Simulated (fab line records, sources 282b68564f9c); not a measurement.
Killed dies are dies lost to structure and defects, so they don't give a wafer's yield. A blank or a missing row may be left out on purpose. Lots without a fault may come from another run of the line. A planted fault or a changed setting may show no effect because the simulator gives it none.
Which tool did it? | flow rit_cmos | 15 lots, 45 wafers sampled, at 5 steps of a route of 202

WHAT THE GAUGES READ, wafer by wafer
RIT_NRETRO_TW_MEAS_10.
lot  | measured    | on            | NRETRO_TW
L204 | day 2 06:58 | film_metro-03 | 1084 1087 1078
L205 | day 2 11:16 | film_metro-02 | 1056 1058 1057
L206 | day 2 15:47 | film_metro-01 | 1033 1030 1027
L207 | day 2 20:58 | film_metro-03 | 1075 1080 1082
L209 | day 3 07:07 | film_metro-02 | 1047 1040 1044
L216 | day 4 19:55 | film_metro-03 | 1073 1070 1068
L217 | day 4 23:59 | film_metro-03 | 1070 1067 1067
L219 | day 5 09:59 | film_metro-02 | 1056 1057 1046
L220 | day 5 13:31 | film_metro-03 | 1082 1084 1077
L222 | day 6 00:07 | film_metro-01 | 1035 1035 1034
L223 | day 6 04:37 | film_metro-02 | 1054 1061 1052
L224 | day 6 09:50 | film_metro-03 | 1079 1079 1082
L225 | day 6 15:02 | film_metro-02 | 1057 1050 1056
L226 | day 6 20:14 | film_metro-01 | 1033 1035 1027
L227 | day 7 01:11 | film_metro-01 | 1030 1032 1031

RIT_GATE_CD_MEAS_16: target cd 150 nm.
lot  | measured    | on        | cd_nm (nm)
L204 | day 2 13:41 | cd_sem-02 | 152.3 152.9 152.1
L205 | day 2 20:35 | cd_sem-02 | 149.2 147.6 148.1
L206 | day 2 22:05 | cd_sem-02 | 62.3 63.1 62.9
L207 | day 3 03:55 | cd_sem-01 | 79.2 79.3 77.8
L209 | day 3 14:28 | cd_sem-01 | 91.4 94.9 94.0
L216 | day 5 01:55 | cd_sem-01 | 147.3 146.1 148.0
L217 | day 5 06:19 | cd_sem-02 | 147.5 148.5 146.2
L219 | day 5 16:04 | cd_sem-01 | 145.1 144.8 145.4
L220 | day 5 20:05 | cd_sem-02 | 150.2 147.0 147.2
L222 | day 6 06:07 | cd_sem-02 | 147.1 147.0 145.9
L223 | day 6 11:07 | cd_sem-01 | 147.8 148.4 149.9
L224 | day 6 16:04 | cd_sem-02 | 148.2 148.4 146.8
L225 | day 6 22:34 | cd_sem-02 | 147.1 145.1 148.2
L226 | day 7 02:16 | cd_sem-01 | 152.6 151.3 154.2
L227 | day 7 07:17 | cd_sem-02 | 149.4 150.4 149.3

WHICH TOOL RAN EACH LOT (tool, then ch and the chambers of the sampled wafers, then the start)
lot  | RIT_NWELL_STRIP_09                  | RIT_PWELL_STRIP_09                  | RIT_GATE_COAT_11
L204 | plasma_asher-01 ch 1, day 1 22:07   | plasma_asher-01 ch 0,1, day 1 23:47 | litho_track-04 ch 0, day 2 12:49
L205 | plasma_asher-04 ch 0,1, day 2 02:29 | plasma_asher-04 ch 0,1, day 2 04:02 | litho_track-04 ch 0, day 2 16:43
L206 | plasma_asher-01 ch 0,1, day 2 06:54 | plasma_asher-01 ch 0,1, day 2 08:46 | litho_track-04 ch 0, day 2 21:17
L207 | plasma_asher-01 ch 0,1, day 2 11:44 | plasma_asher-01 ch 0,1, day 2 13:17 | litho_track-04 ch 0, day 3 03:11
L209 | plasma_asher-01 ch 0,1, day 2 21:41 | plasma_asher-04 ch 0,1, day 2 23:22 | litho_track-04 ch 0, day 3 13:38
L216 | plasma_asher-04 ch 0,1, day 4 11:01 | plasma_asher-04 ch 0,1, day 4 12:34 | litho_track-02 ch 0, day 5 01:13
L217 | plasma_asher-01 ch 0,1, day 4 15:07 | plasma_asher-04 ch 0,1, day 4 16:47 | litho_track-01 ch 0, day 5 05:29
L219 | plasma_asher-03 ch 0,1, day 5 01:13 | plasma_asher-02 ch 0,1, day 5 02:54 | litho_track-02 ch 0, day 5 15:21
L220 | plasma_asher-01 ch 0,1, day 5 04:50 | plasma_asher-02 ch 0,1, day 5 06:27 | litho_track-01 ch 0, day 5 19:23
L222 | plasma_asher-03 ch 0,1, day 5 15:07 | plasma_asher-01 ch 1, day 5 16:47   | litho_track-01 ch 0, day 6 05:25
L223 | plasma_asher-04 ch 0,1, day 5 19:34 | plasma_asher-04 ch 0,1, day 5 21:22 | litho_track-02 ch 0, day 6 10:23
L224 | plasma_asher-04 ch 0,1, day 6 01:14 | plasma_asher-04 ch 0,1, day 6 02:47 | litho_track-01 ch 0, day 6 15:22
L225 | plasma_asher-01 ch 0,1, day 6 05:44 | plasma_asher-02 ch 0,1, day 6 07:25 | litho_track-04 ch 0, day 6 21:52
L226 | plasma_asher-03 ch 0,1, day 6 11:30 | plasma_asher-01 ch 0,1, day 6 13:11 | litho_track-04 ch 0, day 7 01:34
L227 | plasma_asher-01 ch 0,1, day 6 15:56 | plasma_asher-02 ch 1, day 6 17:39   | litho_track-02 ch 0, day 7 06:35
- RIT_NWELL_STRIP_09: strips in O2, time 180 s.
- RIT_PWELL_STRIP_09: strips in O2, time 180 s.
- RIT_GATE_COAT_11: resist thk 850 nm.

WHAT THE TOOLS THEMSELVES READ (means of the sampled wafers that have a number; where no wafer has one, the mark that the record gives instead)
RIT_NWELL_STRIP_09.
lot  | tool            | drypump_motor_current_A (A)
L204 | plasma_asher-01 | 4.8
L205 | plasma_asher-04 | 5.4
L206 | plasma_asher-01 | 5.7
L207 | plasma_asher-01 | 5.7
L209 | plasma_asher-01 | 5.3
L216 | plasma_asher-04 | 5.3
L217 | plasma_asher-01 | 5.7
L219 | plasma_asher-03 | 5.7
L220 | plasma_asher-01 | 5.3
L222 | plasma_asher-03 | 5.7
L223 | plasma_asher-04 | 5.3
L224 | plasma_asher-04 | 5.3
L225 | plasma_asher-01 | 5.7
L226 | plasma_asher-03 | 5.7
L227 | plasma_asher-01 | 5.7

RIT_PWELL_STRIP_09.
lot  | tool            | drypump_motor_current_A (A)
L204 | plasma_asher-01 | 5.7
L205 | plasma_asher-04 | 5.3
L206 | plasma_asher-01 | 5.3
L207 | plasma_asher-01 | 5.3
L209 | plasma_asher-04 | 5.3
L216 | plasma_asher-04 | 5.3
L217 | plasma_asher-04 | 5.5
L219 | plasma_asher-02 | 5.6
L220 | plasma_asher-02 | 5.7
L222 | plasma_asher-01 | 4.8
L223 | plasma_asher-04 | 5.3
L224 | plasma_asher-04 | 5.4
L225 | plasma_asher-02 | 5.6
L226 | plasma_asher-01 | 5.2
L227 | plasma_asher-02 | 5.4

RIT_GATE_COAT_11.
lot  | tool           | chill_plate_temp_C (C)
L204 | litho_track-04 | 23.11
L205 | litho_track-04 | 22.86
L206 | litho_track-04 | 22.96
L207 | litho_track-04 | 22.87
L209 | litho_track-04 | 23.04
L216 | litho_track-02 | 22.95
L217 | litho_track-01 | 22.94
L219 | litho_track-02 | 23.00
L220 | litho_track-01 | 23.03
L222 | litho_track-01 | 22.97
L223 | litho_track-02 | 22.97
L224 | litho_track-01 | 22.90
L225 | litho_track-04 | 23.19
L226 | litho_track-04 | 22.96
L227 | litho_track-02 | 23.02

THE ANSWER, worked out from the rows above alone
Rule: what is usual is taken from the lots themselves. Put in order of their means at a reading, lots are off if they are a third of the lots or fewer, leave a main group of 4 or more, and stand apart from it by a gap of 3 or more times the standard deviation of the main group's means; of several such gaps the widest counts. A main group whose means are all the same, to the digits that the tables above print for the reading, isn't used. A lot without any number at a reading at which 4 lots or more have one is off too. The other lots that the step has rows for count as sound. The gauges are gone through in route order, then the tools' own readings, and for those a lot's mean is taken as printed above. The first step at which some lot is off is used, and at that step the reading that is off furthest; a lot without a number counts as furthest.
Off: L206, L207, L209, at RIT_GATE_CD_MEAS_16 (cd_nm). The main group: mean 148.4 nm, standard deviation 2.2.
A tool fits if, at a process step before that reading, it ran every lot that is off, and no sound lot after the first of them. The gauges at RIT_GATE_CD_MEAS_16 are tried like those tools. None of those tried fits.

WHAT THE SIMULATOR HAD PUT IN
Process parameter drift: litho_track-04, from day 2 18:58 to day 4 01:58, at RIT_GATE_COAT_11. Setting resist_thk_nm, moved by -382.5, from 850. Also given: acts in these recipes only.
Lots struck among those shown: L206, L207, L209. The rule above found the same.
